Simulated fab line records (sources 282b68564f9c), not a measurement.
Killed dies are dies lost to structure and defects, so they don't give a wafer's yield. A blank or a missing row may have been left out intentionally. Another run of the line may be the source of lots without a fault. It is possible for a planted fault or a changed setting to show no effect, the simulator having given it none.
fab line records -- flow rit-cmos
[record] lots = 13, wafers = 39, last-day = 8
route steps=202 shown PRETRO@67 M1@202
lots that met no fault: taken from a fault-free run of the same line
start-h: hours from the record's first day to the start of the lot's first wafer shown -- wait-h: hours elapsed since this lot's preceding step -- " unchanged from the row above -- L1.1+2: a single row standing in for several wafers -- - no value present, or no start provided -- * or withheld: withheld -- < > ~ a bound
route shown NAME@n: NAME is a module with steps in the file, n the number in the route of the first one -- usual: mean/standard deviation of fault-free wafers -- same: alike in all rows -- chamber/n: place in a boat -- sites: the reading at each site -- _std_site: the values' standard deviation -- _edge_site: outer sites' mean less inner sites' -- radius-mm: for every site, how far away it sits from the centre of the wafer -- mask NAME#n: copy n -- behind: the most recent tool/chamber to have shaped the wafer -- hold: reason for holding the lot/hours on hold/outcome of the hold -- device: whichever transistor did not switch (one of n, p or np) -- end of line: tests of these same wafers at the route's end -- a step with no rows: only its recipe -- killed: count of dies lost to structure and defects at first sort (not the wafer's yield) -- map: a wafer's dies, marking killed ones x, the rest . and places with no die _
set.NAME: the setting that was run; set.NAME@STEP: the one run at that earlier step -- model.NAME: the simulator's own value behind a step, which no gauge read
route steps across a sampled set of lots; one table per step, one row per wafer
services: the hour from which a tool's chamber was out of use, counted from the record's first day as start-h (under 0 if before that day), plus the number of hours and why
[[steps]]
[step RIT_PRETRO_EXPOSE_03]
[recipe] mask-id = M5, na = 0.57, target-cd-nm = 43700, dose-mj = 250
lot.wafer,tool,chamber,start-h,wait-h,mask
L891.1+3+4,iline-stepper-01,0,31.57,0.1,M5#0
L893.2+3+6,iline-stepper-02,0,41.07,0.1,M5#0
L895.1+4+6,iline-stepper-01,0,54.65,0.2,M5#0
L896.1+2+5,iline-stepper-02,0,57.97,0.2,M5#0
L897.1+2+6,iline-stepper-01,0,62.23,0.3,M5#0
L899.1+3+4,iline-stepper-02,0,70.66,0.2,M4#0
L903.1+2+3,iline-stepper-01,0,91.91,0.1,M5#0
L908.2+4+5,iline-stepper-01,0,123.58,0.2,M5#0
L909.1+2+4,iline-stepper-01,0,128.54,0.1,M5#0
L911.3+4+5,iline-stepper-02,0,136.82,0.2,M5#0
L910.2+4+5,iline-stepper-02,0,137.41,0.1,M5#0
L914.2+4+6,iline-stepper-02,0,155.08,0.3,M5#0
L913.1+2+6,iline-stepper-01,0,155.30,0.3,M5#0
[step RIT_PRETRO_OVL_MEAS_06]
[usual] PRETRO_OVL = 0.6/1.3
lot.wafer,tool,chamber,start-h,wait-h,PRETRO_OVL[nm]
L891.1,overlay-01,-,32.00,-,0.6
L891.3,overlay-01,-,32.00,-,-0.2
L891.4,overlay-01,-,32.00,-,-0.1
L893.2,overlay-02,-,41.48,-,1.8
L893.3,overlay-02,-,41.48,-,2.8
L893.6,overlay-02,-,41.48,-,2.9
L895.1,overlay-02,-,55.15,-,-2.0
L895.4,overlay-02,-,55.15,-,-2.3
L895.6,overlay-02,-,55.15,-,-1.4
L896.1,overlay-02,-,58.40,-,0.8
L896.2,overlay-02,-,58.40,-,0.5
L896.5,overlay-02,-,58.40,-,2.2
L897.1,overlay-01,-,62.66,-,0.6
L897.2,overlay-01,-,62.66,-,0.4
L897.6,overlay-01,-,62.66,-,-0.3
L899.1,overlay-02,-,71.12,-,-
L899.3,overlay-02,-,71.12,-,-
L899.4,overlay-02,-,71.12,-,-
L903.1,overlay-01,-,92.34,-,1.3
L903.2,overlay-01,-,92.34,-,2.6
L903.3,overlay-01,-,92.34,-,0.8
L908.2,overlay-02,-,124.00,-,-1.1
L908.4,overlay-02,-,124.00,-,-1.1
L908.5,overlay-02,-,124.00,-,0.5
L909.1,overlay-01,-,129.08,-,0.4
L909.2,overlay-01,-,129.08,-,0.1
L909.4,overlay-01,-,129.08,-,1.6
L911.3,overlay-01,-,137.22,-,1.0
L911.4,overlay-01,-,137.22,-,1.7
L911.5,overlay-01,-,137.22,-,0.8
L910.2,overlay-01,-,137.83,-,1.4
L910.4,overlay-01,-,137.83,-,-1.5
L910.5,overlay-01,-,137.83,-,1.9
L914.2,overlay-02,-,155.61,-,1.4
L914.4,overlay-02,-,155.61,-,0.5
L914.6,overlay-02,-,155.61,-,0.4
L913.1,overlay-02,-,155.73,-,1.9
L913.2,overlay-02,-,155.73,-,-0.6
L913.6,overlay-02,-,155.73,-,-0.1
[step RIT_PRETRO_TW_MEAS_10]
[usual] PRETRO_TW = 477/4.5
lot.wafer,tool,chamber,start-h,wait-h,PRETRO_TW
L891.1,film-metro-01,-,32.61,0.1,470
L891.3,film-metro-01,-,32.61,0.1,469
L891.4,film-metro-01,-,32.61,0.1,470
L893.2,film-metro-01,-,42.10,0.1,475
L893.3,film-metro-01,-,42.10,0.1,474
L893.6,film-metro-01,-,42.10,0.1,472
L895.1,film-metro-01,-,55.76,0.1,476
L895.4,film-metro-01,-,55.76,0.1,474
L895.6,film-metro-01,-,55.76,0.1,475
L896.1,film-metro-02,-,59.01,0.1,474
L896.2,film-metro-02,-,59.01,0.1,479
L896.5,film-metro-02,-,59.01,0.1,476
L897.1,film-metro-01,-,63.27,0.1,473
L897.2,film-metro-01,-,63.27,0.1,475
L897.6,film-metro-01,-,63.27,0.1,475
L899.1,film-metro-02,-,71.79,0.1,30
L899.3,film-metro-02,-,71.79,0.1,30
L899.4,film-metro-02,-,71.79,0.1,30
L903.1,film-metro-03,-,92.95,0.1,481
L903.2,film-metro-03,-,92.95,0.1,482
L903.3,film-metro-03,-,92.95,0.1,480
L908.2,film-metro-03,-,124.62,0.1,485
L908.4,film-metro-03,-,124.62,0.1,482
L908.5,film-metro-03,-,124.62,0.1,485
L909.1,film-metro-01,-,129.69,0.1,472
L909.2,film-metro-01,-,129.69,0.1,472
L909.4,film-metro-01,-,129.69,0.1,473
L911.3,film-metro-03,-,137.84,0.1,483
L911.4,film-metro-03,-,137.84,0.1,485
L911.5,film-metro-03,-,137.84,0.1,483
L910.2,film-metro-02,-,138.44,0.1,479
L910.4,film-metro-02,-,138.44,0.1,477
L910.5,film-metro-02,-,138.44,0.1,474
L914.2,film-metro-01,-,156.22,0.1,472
L914.4,film-metro-01,-,156.22,0.1,472
L914.6,film-metro-01,-,156.22,0.1,475
L913.1,film-metro-03,-,156.34,0.1,483
L913.2,film-metro-03,-,156.34,0.1,484
L913.6,film-metro-03,-,156.34,0.1,482
[step RIT_M1_PROBE_99]
[usual] killed-at-contacts = 0.1/0.27, killed-at-front-end = 7/3.1, killed-dies = 7/3.2, killed-on-rim = 1.8/1.4, killed-open = 3.8/2.1, killed-short = 3.6/2
[same] gross-dies = 264, killed_at_M0_to_M3 = 0, killed_at_M4_up = 0, killed-at-back-side = 0, killed-at-other = 0
lot.wafer,tool,chamber,start-h,wait-h,killed-at-contacts,killed-at-front-end,killed-dies,killed-on-rim,killed-open,killed-short
L891.1,prober-01,-,61.42,0.1,0,8,8,3,3,5
L891.3,prober-01,-,61.52,0.2,0,1,1,0,1,0
L891.4,prober-01,-,61.57,0.2,0,5,5,1,2,3
L893.2,prober-01,-,71.40,0.1,0,5,5,0,4,1
L893.3,prober-01,-,71.45,0.2,0,10,10,4,7,3
L893.6,prober-01,-,71.60,0.2,0,10,10,2,6,4
L895.1,prober-01,-,85.25,0.1,0,7,7,0,5,2
L895.4,prober-01,-,85.40,0.2,0,6,6,1,4,2
L895.6,prober-01,-,85.50,0.2,0,11,11,4,4,7
L896.1,prober-02,-,87.36,0.1,0,8,8,0,3,5
L896.2,prober-02,-,87.41,0.1,0,10,10,3,2,8
L896.5,prober-02,-,87.56,0.2,0,7,7,1,2,5
L897.1,prober-01,-,93.49,0.1,1,5,6,2,4,2
L897.2,prober-01,-,93.54,0.1,0,7,7,1,2,5
L897.6,prober-01,-,93.74,0.2,0,3,3,1,1,2
L899.1,prober-01,-,99.61,0.1,0,264,264,70,8,7
L899.3,prober-01,-,99.71,0.2,0,264,264,70,1,5
L899.4,prober-01,-,99.76,0.2,0,264,264,70,1,3
L903.1,prober-01,-,124.19,0.1,0,11,11,3,4,7
L903.2,prober-01,-,124.24,0.1,0,10,10,0,3,7
L903.3,prober-01,-,124.29,0.2,1,12,13,5,6,7
L908.2,prober-01,-,155.13,0.1,0,6,6,2,2,4
L908.4,prober-01,-,155.23,0.2,0,11,11,4,6,5
L908.5,prober-01,-,155.28,0.2,0,10,10,3,4,6
L909.1,prober-01,-,165.76,0.1,1,3,4,1,4,0
L909.2,prober-01,-,165.81,0.1,1,9,10,2,1,9
L909.4,prober-01,-,165.91,0.2,0,5,5,0,4,1
L910.2,prober-02,-,173.05,0.1,0,8,8,1,2,6
L910.4,prober-02,-,173.15,0.2,0,4,4,1,2,2
L910.5,prober-02,-,173.20,0.2,0,11,11,3,9,2
L911.3,prober-01,-,174.60,0.2,0,14,14,2,6,8
L911.4,prober-01,-,174.65,0.2,0,11,11,4,5,6
L911.5,prober-01,-,174.70,0.2,0,12,12,4,6,6
L914.2,prober-01,-,191.05,0.1,0,9,9,2,2,7
L914.4,prober-01,-,191.15,0.2,0,13,13,2,8,5
L914.6,prober-01,-,191.25,0.2,0,10,10,3,6,4
L913.1,prober-02,-,192.50,0.1,0,11,11,2,7,4
L913.2,prober-02,-,192.55,0.1,0,4,4,0,3,1
L913.6,prober-02,-,192.75,0.2,0,5,5,1,4,1
// killed by level:class
L891.1 REOX:geometric-particle:open=2 GATE:geometric-particle:short=2 FOX1:geometric-particle:short=1 SPACER:geometric-particle:short=1 SILICIDE:geometric-particle:open=1 SILICIDE:geometric-particle:short=1
L891.3 SILICIDE:geometric-particle:open=1
L891.4 SILICIDE:geometric-particle:short=2 FOX1:geometric-particle:open=1 FOX1:geometric-particle:short=1 REOX:geometric-particle:open=1
L893.2 FOX1:geometric-particle:open=1 FOX1:geometric-particle:short=1 GATE:geometric-particle:open=1 REOX:geometric-particle:open=1 SPACER:geometric-particle:open=1
L893.3 GATE:geometric-particle:open=3 FOX1:geometric-particle:open=2 REOX:geometric-particle:open=2 FOX1:geometric-particle:short=1 SPACER:geometric-particle:short=1 SILICIDE:geometric-particle:short=1
L893.6 GATE:geometric-particle:open=4 FOX1:geometric-particle:short=2 FOX1:geometric-particle:open=1 GATE:geometric-particle:short=1 REOX:geometric-particle:open=1 REOX:geometric-particle:short=1
L895.1 REOX:geometric-particle:open=3 REOX:geometric-particle:short=2 FOX1:geometric-particle:open=1 GATE:geometric-particle:open=1
L895.4 GATE:geometric-particle:open=2 SPACER:geometric-particle:short=2 FOX1:geometric-particle:open=1 SILICIDE:geometric-particle:open=1
L895.6 GATE:geometric-particle:short=3 REOX:geometric-particle:open=3 REOX:geometric-particle:short=2 FOX1:geometric-particle:open=1 FOX1:geometric-particle:short=1 FOX2:geometric-particle:short=1
L896.1 FOX2:geometric-particle:short=2 SPACER:geometric-particle:open=2 FOX1:geometric-particle:open=1 FOX1:geometric-particle:short=1 GATE:geometric-particle:short=1 REOX:geometric-particle:short=1
L896.2 GATE:geometric-particle:short=3 FOX1:geometric-particle:short=2 FOX2:geometric-particle:short=2 FOX1:geometric-particle:open=1 FOX2:geometric-particle:open=1 REOX:geometric-particle:short=1
L896.5 FOX2:geometric-particle:short=3 FOX2:geometric-particle:open=1 GATE:geometric-particle:short=1 GATE:geometric-particle:open=1 SILICIDE:geometric-particle:short=1
L897.1 REOX:geometric-particle:open=3 FOX2:geometric-particle:open=1 SILICIDE:geometric-particle:short=1 CONTACT:geometric-particle:short=1
L897.2 GATE:geometric-particle:short=3 FOX1:geometric-particle:short=1 FOX1:geometric-particle:open=1 FOX2:geometric-particle:short=1 REOX:geometric-particle:open=1
L897.6 GATE:geometric-particle:short=1 REOX:geometric-particle:short=1 REOX:geometric-particle:open=1
L899.1 PRETRO:area-expose=249 GATE:geometric-particle:open=4 GATE:geometric-particle:short=3 FOX1:geometric-particle:short=2 SILICIDE:geometric-particle:open=1 FOX1:geometric-particle:open=1 FOX2:geometric-particle:short=1 FOX2:geometric-particle:open=1
L899.3 PRETRO:area-expose=258 FOX1:geometric-particle:short=2 GATE:geometric-particle:short=2 SPACER:geometric-particle:open=1 SILICIDE:geometric-particle:short=1
L899.4 PRETRO:area-expose=260 ACTIVE:geometric-particle:short=1 FOX1:geometric-particle:open=1 FOX1:geometric-particle:short=1 GATE:geometric-particle:short=1
L903.1 FOX1:geometric-particle:short=2 GATE:geometric-particle:open=2 GATE:geometric-particle:short=2 REOX:geometric-particle:short=2 FOX1:geometric-particle:open=1 SPACER:geometric-particle:short=1 SILICIDE:geometric-particle:open=1
L903.2 SPACER:geometric-particle:short=3 FOX1:geometric-particle:open=2 REOX:geometric-particle:short=2 FOX2:geometric-particle:short=1 GATE:geometric-particle:short=1 SPACER:geometric-particle:open=1
L903.3 SPACER:geometric-particle:short=3 REOX:geometric-particle:open=2 FOX1:geometric-particle:short=1 FOX1:geometric-particle:open=1 GATE:geometric-particle:short=1 GATE:geometric-particle:open=1 REOX:geometric-particle:short=1 SPACER:geometric-particle:open=1
L908.2 GATE:geometric-particle:open=2 GATE:geometric-particle:short=1 REOX:geometric-particle:short=1 SPACER:geometric-particle:short=1 SILICIDE:geometric-particle:short=1
L908.4 GATE:geometric-particle:short=4 GATE:geometric-particle:open=2 REOX:geometric-particle:open=2 FOX1:geometric-particle:open=1 SPACER:geometric-particle:open=1 SILICIDE:geometric-particle:short=1
L908.5 GATE:geometric-particle:short=5 GATE:geometric-particle:open=2 FOX1:geometric-particle:open=1 SILICIDE:geometric-particle:short=1 SILICIDE:geometric-particle:open=1
L909.1 SPACER:geometric-particle:open=2 FOX1:geometric-particle:open=1 CONTACT:geometric-particle:open=1
L909.2 FOX1:geometric-particle:short=3 SPACER:geometric-particle:short=2 GATE:geometric-particle:short=1 REOX:geometric-particle:short=1 SPACER:geometric-particle:open=1 SILICIDE:geometric-particle:short=1 CONTACT:geometric-particle:short=1
L909.4 SPACER:geometric-particle:open=3 GATE:geometric-particle:short=1 SILICIDE:geometric-particle:open=1
L910.2 REOX:geometric-particle:short=3 GATE:geometric-particle:short=2 GATE:geometric-particle:open=1 REOX:geometric-particle:open=1 SPACER:geometric-particle:short=1
L910.4 GATE:geometric-particle:short=2 GATE:geometric-particle:open=1 REOX:geometric-particle:open=1
L910.5 REOX:geometric-particle:open=5 GATE:geometric-particle:open=2 REOX:geometric-particle:short=2 FOX1:geometric-particle:open=1 SILICIDE:geometric-particle:open=1
L911.3 GATE:geometric-particle:short=3 FOX1:geometric-particle:open=2 GATE:geometric-particle:open=2 REOX:geometric-particle:short=2 REOX:geometric-particle:open=2 SPACER:geometric-particle:short=2 SILICIDE:geometric-particle:short=1
L911.4 FOX1:geometric-particle:short=4 GATE:geometric-particle:open=2 SILICIDE:geometric-particle:open=2 FOX1:geometric-particle:open=1 GATE:geometric-particle:short=1 REOX:geometric-particle:short=1
L911.5 FOX1:geometric-particle:short=5 FOX1:geometric-particle:open=2 SILICIDE:geometric-particle:open=2 FOX2:geometric-particle:short=1 GATE:geometric-particle:open=1 REOX:geometric-particle:open=1
L914.2 GATE:geometric-particle:open=2 SPACER:geometric-particle:short=2 FOX1:geometric-particle:short=1 FOX2:geometric-particle:short=1 GATE:geometric-particle:short=1 REOX:geometric-particle:short=1 SILICIDE:geometric-particle:short=1
L914.4 GATE:geometric-particle:short=3 SILICIDE:geometric-particle:open=3 GATE:geometric-particle:open=2 SPACER:geometric-particle:open=2 REOX:geometric-particle:open=1 SPACER:geometric-particle:short=1 SILICIDE:geometric-particle:short=1
L914.6 SILICIDE:geometric-particle:open=2 FOX1:geometric-particle:short=1 FOX1:geometric-particle:open=1 FOX2:geometric-particle:short=1 FOX2:geometric-particle:open=1 GATE:geometric-particle:open=1 GATE:geometric-particle:short=1 SPACER:geometric-particle:open=1
L913.1 GATE:geometric-particle:open=4 GATE:geometric-particle:short=3 FOX1:geometric-particle:open=1 REOX:geometric-particle:open=1 SILICIDE:geometric-particle:short=1 SILICIDE:geometric-particle:open=1
L913.2 FOX1:geometric-particle:open=1 FOX2:geometric-particle:open=1 GATE:geometric-particle:open=1 SILICIDE:geometric-particle:short=1
L913.6 FOX1:geometric-particle:open=2 REOX:geometric-particle:open=1 SPACER:geometric-particle:open=1 SILICIDE:geometric-particle:short=1
[[services]]
tool,chamber,start-h,hours,kind
iline-stepper-01,-,35.63,7.5,repair
iline-stepper-02,-,60.80,1.7,pm
iline-stepper-01,-,73.14,2.1,pm
iline-stepper-01,-,75.23,-,consumable-replace:lamp
iline-stepper-02,-,120.50,3.4,repair
iline-stepper-01,-,140.96,1.7,pm
[[key]]
[first-sign] step = RIT_PRETRO_EXPOSE_03, reading = mask, direction = changed
[effect] step = RIT_PRETRO_OVL_MEAS_06, reading = PRETRO_OVL, direction = missing
[effect] step = RIT_PRETRO_TW_MEAS_10, reading = PRETRO_TW, direction = down, sigmas = 99, usual = 477, struck = 30
[effect] step = RIT_M1_PROBE_99, reading = killed-at-front-end, direction = up, sigmas = 82, usual = 7, struck = 264
[more-kills-born-at] RIT_PRETRO_EXPOSE_03@iline-stepper-02 = 767
met-at RIT_PRETRO_EXPOSE_03
struck-lots L899
tester-left-out L899
onset-between 57.97 70.66
[fault] kind = wrong-mask, tool = any, chamber = -, onset-h = 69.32, steps = RIT_PRETRO_EXPOSE_03, aux-copy = M4#0, scope = struck-lots-only
// tester-left-out: of these lots the tester's yield and bins aren't shown, on N5 and GAA mostly nor the transistor test; their killed dies are dies lost to structure and defects alone, not to doping, threshold or leakage, so they don't give the yield
